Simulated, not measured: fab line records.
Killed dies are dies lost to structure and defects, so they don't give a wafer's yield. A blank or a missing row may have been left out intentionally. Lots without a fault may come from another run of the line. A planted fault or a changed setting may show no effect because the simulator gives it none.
fab line records    flow ritCmos
record: lots: 5  wafers: 13  lastDay: 7
route steps=202 shown PLDD@118 SPACER@125 NSD@131 PSD@142 SDANNEAL@153 M1@202
lots with no fault: from the same line, run without faults
startH: hours from the record's opening day to when the first of the lot's shown wafers began    waitH: hours from the lot's prior step to this one    " same as the row above    L1.1+2: one row covering several wafers at once    - no value present, or no start provided    * or withheld: withheld    < > ~ a bound
route shown NAME@n: names a module that has steps shown in the file, with the first one's number in the route    usual: mean/standard deviation of fault-free wafers    same: alike in all rows    chamber/n: place in a boat    sites: per-site readings    _std_site: the standard deviation of these    _edge_site: inner sites' mean taken away from outer sites' mean    radiusMm: how far each site lies from the wafer's centre    mask NAME#n: copy n    behind: the last tool/chamber to shape the wafer    hold: reason for holding the lot/hours on hold/outcome of the hold    device: the transistor (n, p or np) that didn't switch    end of line: the same wafers' tests at the end of the route    a step given without rows: its recipe and nothing more    killed: not the wafer's yield, but the dies lost to structure and defects at the first sort    map: per-die view of a wafer (x killed, . not killed, _ where there is no die)
set.NAME: the run value of the setting; set.NAME@STEP: its run value at that earlier step    model.NAME: the simulator's own value behind a step, which no gauge read
lots at selected steps of the route; one table per step, one row per wafer
services: a tool's chamber out of use, with start hour (startH, from the record's first day; less than 0 if before it), hours out, and reason
== steps ==
step: RIT_PLDD_PEB_04
recipe: resist: NOVOLAK  tempC: withheld  timeS: withheld
step: RIT_PLDD_DEVELOP_05
recipe: resist: NOVOLAK  developTimeS: 50  devTempC: 23
step: RIT_PLDD_OVL_MEAS_06
usual: PLDD_OVL: -0.7/1.5
lot.wafer  tool        chamber  startH  waitH  PLDD_OVL[nm]
L157.1     overlay-02  -        43.60   -      -1.7
L157.2     "           -        "       "      -1.2
L157.3     "           -        "       "      -0.4
L170.1     overlay-02  -        121.01  -      -0.2
L170.3     "           -        "       "      -2.3
L170.5     "           -        "       "      -1.5
L173.3     overlay-02  -        134.21  -      -3.6
L173.4     "           -        "       "      -2.3
L173.5     "           -        "       "      -3.2
L176.2     overlay-01  -        146.41  -      -1.0
L178.2     overlay-02  -        154.35  -      -1.2
L178.5     "           -        "       "      -2.5
L178.6     "           -        "       "      -2.3
step: RIT_PLDD_HARDBAKE_07
recipe: resist: NOVOLAK  tempC: 140  timeS: 60
step: RIT_PLDD_IMPLANT_08
recipe: species: BF2  energyKev: 20  doseCm2: 9e+14  tiltDeg: 7
step: RIT_PLDD_STRIP_09
recipe: chemistry: O2  timeS: 180  resist: NOVOLAK  platenTempC: withheld  powerW: 500  pressureMtorr: 4000  o2FlowSccm: 4000
usual: drypumpMotorCurrentA: 5.5/0.55
lot.wafer  tool            chamber  startH  waitH  drypumpMotorCurrentA  rfHoursCounterH
L157.1     plasmaAsher-01  0        43.94   0.1    5.2                   25
L157.2     "               1        "       "      4.8                   25
L157.3     "               0        "       "      5.2                   -
L170.1     plasmaAsher-01  1        121.35  0.1    4.8                   32
L170.3     "               0        "       "      5.2                   -
L170.5     "               0        "       "      5.2                   -
L173.3     plasmaAsher-01  1        134.60  0.1    4.8                   -
L173.4     "               0        "       "      5.2                   -
L173.5     "               0        "       "      5.2                   -
L176.2     plasmaAsher-03  1        146.78  0.1    5.0                   49
L178.2     plasmaAsher-03  0        154.68  0.1    6.2                   50
L178.5     "               1        "       "      5.1                   -
L178.6     "               0        "       "      6.2                   -
step: RIT_PLDD_TW_MEAS_10
usual: PLDD_TW: 2343/21
lot.wafer  tool          chamber  startH  waitH  PLDD_TW
L157.1     filmMetro-01  -        44.11   0.1    2326
L157.2     "             -        "       "      2335
L157.3     "             -        "       "      2352
L170.1     filmMetro-03  -        121.52  0.1    2343
L170.3     "             -        "       "      2328
L170.5     "             -        "       "      2348
L173.3     filmMetro-03  -        134.73  0.1    2312
L173.4     "             -        "       "      2327
L173.5     "             -        "       "      2336
L176.2     filmMetro-03  -        146.96  0.1    2323
L178.2     filmMetro-02  -        154.87  0.1    2341
L178.5     "             -        "       "      2352
L178.6     "             -        "       "      2341
step: RIT_SPACER_CLEAN_00
recipe: chemistry: SC1  mix: 3:3:50  timeS: 600  tempC: 75
step: RIT_SPACER_CLEAN_01
recipe: chemistry: dHF  dilution: 50:1  timeS: 30
step: RIT_SPACER_CLEAN_02
recipe: chemistry: SC2  mix: 3:3:50  timeS: 600  tempC: 75  dry: n2Spin
step: RIT_SPACER_CVD_03
recipe: material: Si3N4  targetThkNm: 250  tempC: 810  precursor: SiH2Cl2/NH3  timeS: 3300  pressureMtorr: 300  sih2cl2FlowSccm: 60  nh3FlowSccm: 150
step: RIT_SPACER_THK_MEAS_04
recipe: reads: Si3N4_of_SPACER_CVD_03
usual: SPACER_NITRIDE_THK: 250.7/2.1
lot.wafer  tool          chamber  startH  waitH  SPACER_NITRIDE_THK[nm]
L157.1     filmMetro-01  -        46.46   0.0    252.9
L157.2     "             -        "       "      251.6
L157.3     "             -        "       "      248.0
L170.1     filmMetro-02  -        123.87  0.0    252.4
L170.3     "             -        "       "      250.8
L170.5     "             -        "       "      252.6
L173.3     filmMetro-04  -        137.11  0.0    250.7
L173.4     "             -        "       "      250.2
L173.5     "             -        "       "      249.6
L176.2     filmMetro-04  -        149.31  0.0    251.5
L178.2     filmMetro-02  -        157.21  0.0    250.6
L178.5     "             -        "       "      250.7
L178.6     "             -        "       "      249.5
step: RIT_SPACER_ETCHBACK_05
recipe: targetDepthA: 2500  SF6_flow_sccm: 30  CHF3_flow_sccm: 30  target: Si3N4  chemistry: SF6/CHF3  pressureMtorr: 40  rfW: 250  timeS: 240  stopOn: SiO2
usual: drypumpMotorCurrentA: 5.6/0.49  oesProductAu: 0.850/0.013  rfFwdPowerW: 249.3/0.76  throttleValvePct: 10.30/0.17
lot.wafer  tool        chamber  startH  waitH  drypumpMotorCurrentA  oesProductAu  rfFwdPowerW  rfHoursCounterH  throttleValvePct
L157.1     rieDiel-02  3        46.52   0.1    5.0                   0.851         250.5        164              10.13
L157.2     "           0        "       "      5.2                   0.841         250.4        41               10.37
L157.3     "           1        "       "      5.3                   0.850         249.4        20               9.99
L170.1     rieDiel-02  0        123.93  0.1    5.2                   0.843         249.5        42               10.38
L170.3     "           2        "       "      5.3                   0.841         250.1        123              10.21
L170.5     "           3        "       "      5.0                   0.838         250.2        -                10.12
L173.3     rieDiel-04  1        137.15  0.0    5.9                   0.877         249.5        137              10.34
L173.4     "           1        "       "      5.9                   0.863         247.9        -                10.35
L173.5     "           2        "       "      6.1                   0.834         248.6        -                10.44
L176.2     rieDiel-04  0        149.36  0.0    5.0                   0.855         249.3        1                10.33
L178.2     rieDiel-02  0        157.26  0.0    5.2                   0.842         250.0        43               10.38
L178.5     "           0        "       "      5.2                   0.838         250.2        -                10.36
L178.6     "           1        "       "      5.3                   0.850         248.1        -                9.96
step: RIT_NSD_HMDS_00
recipe: primeTimeS: 60  primeTempC: 140
step: RIT_NSD_COAT_01
recipe: resist: NOVOLAK  spinRpm: 3250  resistThkNm: 1000
step: RIT_NSD_SOFTBAKE_02
recipe: resist: NOVOLAK  tempC: 90  timeS: 60
step: RIT_NSD_EXPOSE_03
recipe: maskId: M9  na: 0.57  targetCdNm: 40700  doseMj: 250
step: RIT_NSD_PEB_04
recipe: resist: NOVOLAK  tempC: withheld  timeS: withheld
step: RIT_NSD_DEVELOP_05
recipe: resist: NOVOLAK  developTimeS: 50  devTempC: 23
step: RIT_NSD_OVL_MEAS_06
usual: NSD_OVL: -0.1/1.4
lot.wafer  tool        chamber  startH  waitH  NSD_OVL[nm]
L157.1     overlay-01  -        47.64   -      -1.3
L157.2     "           -        "       "      -2.1
L157.3     "           -        "       "      -3.2
L170.1     overlay-01  -        125.06  -      0.0
L170.3     "           -        "       "      0.5
L170.5     "           -        "       "      1.6
L173.3     overlay-02  -        138.16  -      -3.0
L173.4     "           -        "       "      -1.4
L173.5     "           -        "       "      -1.3
L176.2     overlay-02  -        150.49  -      1.1
L178.2     overlay-02  -        158.37  -      -1.8
L178.5     "           -        "       "      -1.8
L178.6     "           -        "       "      -0.8
step: RIT_NSD_HARDBAKE_07
recipe: resist: NOVOLAK  tempC: 140  timeS: 60
step: RIT_NSD_IMPLANT_08
recipe: species: P  energyKev: 25  doseCm2: 1e+15  tiltDeg: 7
step: RIT_NSD_STRIP_09
recipe: chemistry: O2  timeS: 180  resist: NOVOLAK  platenTempC: withheld  powerW: 500  pressureMtorr: 4000  o2FlowSccm: 4000
usual: drypumpMotorCurrentA: 5.4/0.63
lot.wafer  tool            chamber  startH  waitH  drypumpMotorCurrentA  rfHoursCounterH
L157.1     plasmaAsher-03  1        47.98   0.1    5.0                   39
L157.2     "               0        "       "      6.3                   39
L157.3     "               1        "       "      5.0                   -
L170.1     plasmaAsher-03  0        125.40  0.1    6.3                   46
L170.3     "               1        "       "      5.0                   -
L170.5     "               1        "       "      5.0                   -
L173.3     plasmaAsher-03  1        138.54  0.1    5.0                   -
L173.4     "               0        "       "      6.2                   -
L173.5     "               1        "       "      5.0                   -
L176.2     plasmaAsher-03  1        150.82  0.1    5.0                   49
L178.2     plasmaAsher-01  0        158.70  0.1    5.2                   36
L178.5     "               0        "       "      5.2                   -
L178.6     "               1        "       "      4.8                   -
step: RIT_NSD_TW_MEAS_10
usual: NSD_TW: 3115/28
lot.wafer  tool          chamber  startH  waitH  NSD_TW
L157.1     filmMetro-03  -        48.15   0.1    3087
L157.2     "             -        "       "      3096
L157.3     "             -        "       "      3092
L170.1     filmMetro-03  -        125.57  0.1    3092
L170.3     "             -        "       "      3089
L170.5     "             -        "       "      3102
L173.3     filmMetro-02  -        138.68  0.1    3156
L173.4     "             -        "       "      3171
L173.5     "             -        "       "      3161
L176.2     filmMetro-03  -        151.00  0.1    3086
L178.2     filmMetro-03  -        158.88  0.1    3103
L178.5     "             -        "       "      3097
L178.6     "             -        "       "      3095
step: RIT_PSD_HMDS_00
recipe: primeTimeS: 60  primeTempC: 140
step: RIT_PSD_COAT_01
recipe: resist: NOVOLAK  spinRpm: 3250  resistThkNm: 1000
step: RIT_PSD_SOFTBAKE_02
recipe: resist: NOVOLAK  tempC: 90  timeS: 60
step: RIT_PSD_EXPOSE_03
recipe: maskId: M10  na: 0.57  targetCdNm: 40900  doseMj: 250
step: RIT_PSD_PEB_04
recipe: resist: NOVOLAK  tempC: withheld  timeS: withheld
step: RIT_PSD_DEVELOP_05
recipe: resist: NOVOLAK  developTimeS: 50  devTempC: 23
step: RIT_PSD_OVL_MEAS_06
usual: PSD_OVL: -0.7/1.6
lot.wafer  tool        chamber  startH  waitH  PSD_OVL[nm]
L157.1     overlay-02  -        49.06   -      -1.2
L157.2     "           -        "       "      -1.8
L157.3     "           -        "       "      -3.6
L170.1     overlay-01  -        126.53  -      0.1
L170.3     "           -        "       "      -0.7
L170.5     "           -        "       "      -1.7
L173.3     overlay-02  -        139.85  -      -0.6
L173.4     "           -        "       "      1.7
L173.5     "           -        "       "      1.3
L176.2     overlay-02  -        152.62  -      -1.4
L178.2     overlay-02  -        159.87  -      1.5
L178.5     "           -        "       "      0.0
L178.6     "           -        "       "      -0.1
step: RIT_PSD_HARDBAKE_07
recipe: resist: NOVOLAK  tempC: 140  timeS: 60
step: RIT_PSD_IMPLANT_08
recipe: species: BF2  energyKev: 27  doseCm2: 5e+15  tiltDeg: 7
step: RIT_PSD_STRIP_09
recipe: chemistry: O2  timeS: 180  resist: NOVOLAK  platenTempC: withheld  powerW: 500  pressureMtorr: 4000  o2FlowSccm: 4000
usual: drypumpMotorCurrentA: 5.6/0.64
lot.wafer  tool            chamber  startH  waitH  drypumpMotorCurrentA  rfHoursCounterH
L157.1     plasmaAsher-04  0        49.40   0.1    5.0                   42
L157.2     "               1        "       "      6.5                   42
L157.3     "               0        "       "      4.9                   -
L170.1     plasmaAsher-02  1        126.96  0.1    6.2                   1
L170.3     "               0        "       "      5.3                   -
L170.5     "               1        "       "      6.2                   -
L173.3     plasmaAsher-02  1        140.23  0.1    6.2                   -
L173.4     "               0        "       "      5.3                   -
L173.5     "               1        "       "      6.2                   -
L176.2     plasmaAsher-04  1        152.95  0.1    6.5                   52
L178.2     plasmaAsher-04  1        160.20  0.1    6.6                   54
L178.5     "               1        "       "      6.6                   -
L178.6     "               0        "       "      5.0                   -
step: RIT_PSD_TW_MEAS_10
usual: PSD_TW: 3409/33
lot.wafer  tool          chamber  startH  waitH  PSD_TW
L157.1     filmMetro-02  -        49.57   0.1    3466
L157.2     "             -        "       "      3478
L157.3     "             -        "       "      3470
L170.1     filmMetro-03  -        127.14  0.1    3373
L170.3     "             -        "       "      3391
L170.5     "             -        "       "      3385
L173.3     filmMetro-02  -        140.37  0.1    3490
L173.4     "             -        "       "      3473
L173.5     "             -        "       "      3483
L176.2     filmMetro-02  -        153.14  0.1    3441
L178.2     filmMetro-01  -        160.39  0.1    3377
L178.5     "             -        "       "      3373
L178.6     "             -        "       "      3352
step: RIT_SDANNEAL_CLEAN_00
recipe: chemistry: SC1  mix: 3:3:50  timeS: 600  tempC: 75
step: RIT_SDANNEAL_CLEAN_01
recipe: chemistry: dHF  dilution: 50:1  timeS: 30
step: RIT_SDANNEAL_CLEAN_02
recipe: chemistry: SC2  mix: 3:3:50  timeS: 600  tempC: 75  dry: n2Spin
step: RIT_SDANNEAL_RTA_03
recipe: tempC: 1050  timeS: 5  idleTempC: 600  rampUpCPerS: 342  rampDownCPerS: 171  coolToC: 600  ambient: N2
usual: annealTempCMax: 1054.3/0.97  rampDownCPerS: 171.00/0.03  wafer_temp_C_max: 1053.5/1.2
lot.wafer  tool          chamber  startH  waitH  annealTempCMax  rampDownCPerS  wafer_temp_C_max
L157.1     rtpAnneal-01  0        50.00   0.0    1053.0          171.00         1053.3
L157.2     "             0        "       "      1053.7          170.98         1053.8
L157.3     "             0        "       "      1053.4          170.99         1053.3
L170.1     rtpAnneal-02  0        127.93  0.0    1054.9          170.97         1052.7
L170.3     "             0        "       "      1055.2          170.96         1051.9
L170.5     "             0        "       "      1054.0          170.96         1052.0
L173.3     rtpAnneal-01  0        140.79  0.0    1053.6          171.01         1052.3
L173.4     "             0        "       "      1053.5          170.97         1056.5
L173.5     "             0        "       "      1054.0          170.99         1051.3
L176.2     rtpAnneal-02  0        153.56  0.0    1055.2          171.00         1052.7
L178.2     rtpAnneal-02  0        160.85  0.0    1053.9          170.98         1052.4
L178.5     "             0        "       "      1054.6          170.94         1054.7
L178.6     "             0        "       "      1054.1          171.04         1054.7
step: RIT_SDANNEAL_RS_MEAS_04
recipe: thkMeasGauge: four-point-probe
usual: PSD_RS: 115.7/0.33
lot.wafer  tool          chamber  startH  waitH  PSD_RS[ohm/sq]
L157.1     filmMetro-03  -        50.06   0.0    115.6
L157.2     "             -        "       "      116.1
L157.3     "             -        "       "      115.8
L170.1     filmMetro-03  -        127.99  0.0    115.4
L170.3     "             -        "       "      115.4
L170.5     "             -        "       "      115.8
L173.3     filmMetro-01  -        140.87  0.1    115.6
L173.4     "             -        "       "      115.7
L173.5     "             -        "       "      115.5
L176.2     filmMetro-02  -        153.63  0.1    115.7
L178.2     filmMetro-01  -        160.91  0.1    115.9
L178.5     "             -        "       "      116.1
L178.6     "             -        "       "      115.8
step: RIT_SDANNEAL_RS_MEAS_05
recipe: thkMeasGauge: four-point-probe
usual: NSD_RS: 84.39/0.24
lot.wafer  tool          chamber  startH  waitH  NSD_RS[ohm/sq]
L157.1     filmMetro-03  -        50.18   0.1    84.47
L157.2     "             -        "       "      83.84
L157.3     "             -        "       "      84.36
L170.1     filmMetro-03  -        128.11  0.1    84.82
L170.3     "             -        "       "      84.67
L170.5     "             -        "       "      84.70
L173.3     filmMetro-01  -        140.99  0.1    84.62
L173.4     "             -        "       "      84.74
L173.5     "             -        "       "      84.40
L176.2     filmMetro-02  -        153.75  0.1    83.92
L178.2     filmMetro-01  -        161.03  0.1    84.18
L178.5     "             -        "       "      84.45
L178.6     "             -        "       "      84.66
step: RIT_SDANNEAL_RS_MEAS_06
recipe: thkMeasGauge: four-point-probe
usual: PLDD_RS: 178.4/0.43
lot.wafer  tool          chamber  startH  waitH  PLDD_RS[ohm/sq]
L157.1     filmMetro-03  -        50.30   0.1    177.9
L157.2     "             -        "       "      178.6
L157.3     "             -        "       "      177.9
L170.1     filmMetro-03  -        128.23  0.1    178.3
L170.3     "             -        "       "      178.1
L170.5     "             -        "       "      178.0
L173.3     filmMetro-01  -        141.11  0.1    178.6
L173.4     "             -        "       "      178.5
L173.5     "             -        "       "      178.2
L176.2     filmMetro-02  -        153.87  0.1    178.4
L178.2     filmMetro-01  -        161.15  0.1    179.2
L178.5     "             -        "       "      178.3
L178.6     "             -        "       "      178.9
step: RIT_M1_PROBE_99
usual: killedAtContacts: 0.1/0.24  killedAtFrontEnd: 6.6/2.7  killedDies: 6.6/2.7  killedOpen: 3.3/1.8  killedShort: 3.4/1.9
same: grossDies: 264  killed_at_M0_to_M3: 0  killed_at_M4_up: 0  killedAtBackSide: 0  killedAtOther: 0
lot.wafer  tool       chamber  startH  waitH  killedAtContacts  killedAtFrontEnd  killedDies  killedOpen  killedShort
L157.1     prober-01  -        57.54   0.1    0                 3                 3           2           1
L157.2     prober-01  -        57.59   0.1    0                 6                 6           2           4
L157.3     prober-01  -        57.64   0.2    0                 4                 4           2           2
L170.1     prober-02  -        136.05  0.1    0                 7                 7           5           2
L170.3     prober-02  -        136.15  0.2    0                 5                 5           3           2
L170.5     prober-02  -        136.25  0.2    0                 5                 5           2           3
L173.3     prober-01  -        148.91  0.2    1                 6                 7           4           3
L173.4     prober-01  -        148.96  0.2    0                 3                 3           2           1
L173.5     prober-01  -        149.01  0.2    0                 4                 4           4           0
L176.2     prober-02  -        160.95  0.1    0                 21                21          6           4
L178.2     prober-02  -        168.72  0.1    0                 4                 4           1           3
L178.5     prober-02  -        168.87  0.2    0                 5                 5           3           2
L178.6     prober-02  -        168.92  0.2    0                 5                 5           3           2
killed by level:class
L157.1 GATE:geometricParticle:open=1 SPACER:geometricParticle:short=1 SILICIDE:geometricParticle:open=1
L157.2 FOX1:geometricParticle:short=1 FOX1:geometricParticle:open=1 GATE:geometricParticle:short=1 GATE:geometricParticle:open=1 REOX:geometricParticle:short=1 SILICIDE:geometricParticle:short=1
L157.3 REOX:geometricParticle:open=2 GATE:geometricParticle:short=1 REOX:geometricParticle:short=1
L170.1 GATE:geometricParticle:open=4 GATE:geometricParticle:short=1 SPACER:geometricParticle:open=1 SILICIDE:geometricParticle:short=1
L170.3 FOX1:geometricParticle:open=2 GATE:geometricParticle:open=1 GATE:geometricParticle:short=1 SILICIDE:geometricParticle:short=1
L170.5 FOX1:geometricParticle:open=1 FOX2:geometricParticle:short=1 GATE:geometricParticle:short=1 GATE:geometricParticle:open=1 SPACER:geometricParticle:short=1
L173.3 FOX2:geometricParticle:open=2 FOX1:geometricParticle:open=1 GATE:geometricParticle:open=1 GATE:geometricParticle:short=1 SILICIDE:geometricParticle:short=1 CONTACT:geometricParticle:short=1
L173.4 GATE:geometricParticle:open=2 GATE:geometricParticle:short=1
L173.5 REOX:geometricParticle:open=2 FOX2:geometricParticle:open=1 GATE:geometricParticle:open=1
L176.2 SPACER:unspecified=11 FOX1:geometricParticle:open=2 FOX2:geometricParticle:short=2 FOX2:geometricParticle:open=1 GATE:geometricParticle:open=1 GATE:geometricParticle:short=1 REOX:geometricParticle:short=1 REOX:geometricParticle:open=1
L178.2 FOX1:geometricParticle:short=2 FOX2:geometricParticle:short=1 SPACER:geometricParticle:open=1
L178.5 SPACER:geometricParticle:short=2 SPACER:geometricParticle:open=2 FOX2:geometricParticle:open=1
L178.6 FOX1:geometricParticle:short=1 GATE:geometricParticle:open=1 REOX:geometricParticle:open=1 SPACER:geometricParticle:open=1 SILICIDE:geometricParticle:short=1
map L176.2 (x killed, . not)
________......._______
_____........x....____
____.......x.......___
___.................__
__..................x_
__...x........x......_
_...........xx........
_...x.x......x........
_........xxxxxx.......
_.........x..xx.......
__................xx._
__..................._
___.................__
____...............___
_____.............____
________......._______
map L173.3 (x killed, . not)
________......._______
_____.............____
____...............___
___.................__
__.....x............._
__........x.........._
_.....................
_.....................
_................x.x..
_.....................
__..................._
__.......x..........._
___.................__
____...............___
_____....x........____
________x......_______
== services ==
tool            chamber  startH  hours  kind
rieDiel-04      0        21.44   8.9    repair
plasmaAsher-04  -        39.45   0.6    repair
rieDiel-04      -        46.30   14.6   pm
plasmaAsher-01  -        73.99   2.6    repair
rieDiel-02      3        76.76   -      clean
rieDiel-02      3        76.76   18.9   scheduledDown
rieDiel-02      3        76.76   18.9   ventCycle
rieDiel-02      -        87.15   0.8    repair
rieDiel-04      0        87.92   -      clean
rieDiel-04      0        87.92   14.5   scheduledDown
rieDiel-04      0        87.92   14.5   ventCycle
rieDiel-04      2        99.12   2.3    repair
rieDiel-04      2        102.39  -      clean
rieDiel-04      2        102.39  20.0   scheduledDown
rieDiel-04      2        102.39  20.0   ventCycle
rtpAnneal-01    -        104.43  1.3    pm
plasmaAsher-02  -        108.75  9.0    pm
plasmaAsher-02  0        108.75  9.0    ventCycle
plasmaAsher-02  1        108.75  9.0    ventCycle
plasmaAsher-03  -        111.94  2.0    repair
plasmaAsher-02  0        117.75  -      clean
plasmaAsher-02  1        117.75  -      clean
plasmaAsher-01  -        137.35  4.3    pm
plasmaAsher-03  -        139.40  2.8    pm
== key ==
firstSign: step: RIT_M1_PROBE_99  reading: killedAtFrontEnd  direction: up  sigmas: 5.4  usual: 6.6  struck: 21
effect: step: RIT_M1_PROBE_99  reading: killedDies  direction: up  sigmas: 5.4  usual: 6.6  struck: 21
metAt RIT_SPACER_ETCHBACK_05
struckWafers L176.2
testerLeftOut L176
alsoFits RIT_NSD_STRIP_09:plasmaAsher-03
earlierFault: kind: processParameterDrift  tool: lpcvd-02  chamber: 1  onsetH: 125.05  steps: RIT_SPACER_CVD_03  channel: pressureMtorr  offset: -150  shape: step  endH: 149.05  actsIn: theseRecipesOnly  stated: 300
fault: kind: chamberParticleSource  tool: rieDiel-04  chamber: 0  onsetH: 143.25  steps: RIT_SPACER_ETCHBACK_05  ratePerVisitCm2: 0.06719  endH: 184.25
testerLeftOut: of these lots the tester's yield and bins aren't shown, on N5 and GAA mostly nor the transistor test; their killed dies are dies lost to structure and defects alone, not to doping, threshold or leakage, so they don't give the yield
